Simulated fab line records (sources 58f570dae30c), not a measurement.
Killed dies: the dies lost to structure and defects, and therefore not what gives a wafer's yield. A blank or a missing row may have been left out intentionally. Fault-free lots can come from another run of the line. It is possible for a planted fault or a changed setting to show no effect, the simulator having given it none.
What tool caused it? | flow berkeley_cmos170 | 21 wafers sampled from 7 lots at 1 step of a route of 331

== WHAT THE GAUGES READ, wafer by wafer ==
UCB170_START_BOW_MEAS_00.
lot  | measured    | on            | INCOMING_BOW (um)
L252 | day 2 01:00 | film_metro-03 | -3 -3 -2
L254 | day 2 11:00 | film_metro-03 | -9 -4 -15
L258 | day 3 07:04 | film_metro-02 | 2 -4 -7
L263 | day 4 08:01 | film_metro-03 | -12 1 -2
L265 | day 4 18:00 | film_metro-02 | 4 6 -10
L269 | day 5 14:00 | film_metro-02 | -7 9 2
L271 | day 6 00:04 | film_metro-01 | 7 -1 8

== WHAT TOOL EACH LOT RAN ON (gives the tool, then ch and the chambers of the sampled wafers, and finally the start) ==
The record holds no process step before these readings.

== THE ANSWER, worked out from the rows above alone ==
Rule: the usual values come from the lots themselves. Put in order of their means at a reading, lots are off if they are a third of the lots or fewer, leave a main group of 4 or more, and stand apart from it by a gap of 3 or more times the standard deviation of the main group's means; of several such gaps the widest counts. The tables above print the reading to a certain number of digits; a main group whose means all agree to those digits is not used. Also off: a lot with no number at a reading for which 4 or more lots have one. All remaining lots with rows at the step are treated as sound.
None of the lots is off at any reading shown; this tells nothing.

== WHAT THE SIMULATOR HAD PUT IN ==
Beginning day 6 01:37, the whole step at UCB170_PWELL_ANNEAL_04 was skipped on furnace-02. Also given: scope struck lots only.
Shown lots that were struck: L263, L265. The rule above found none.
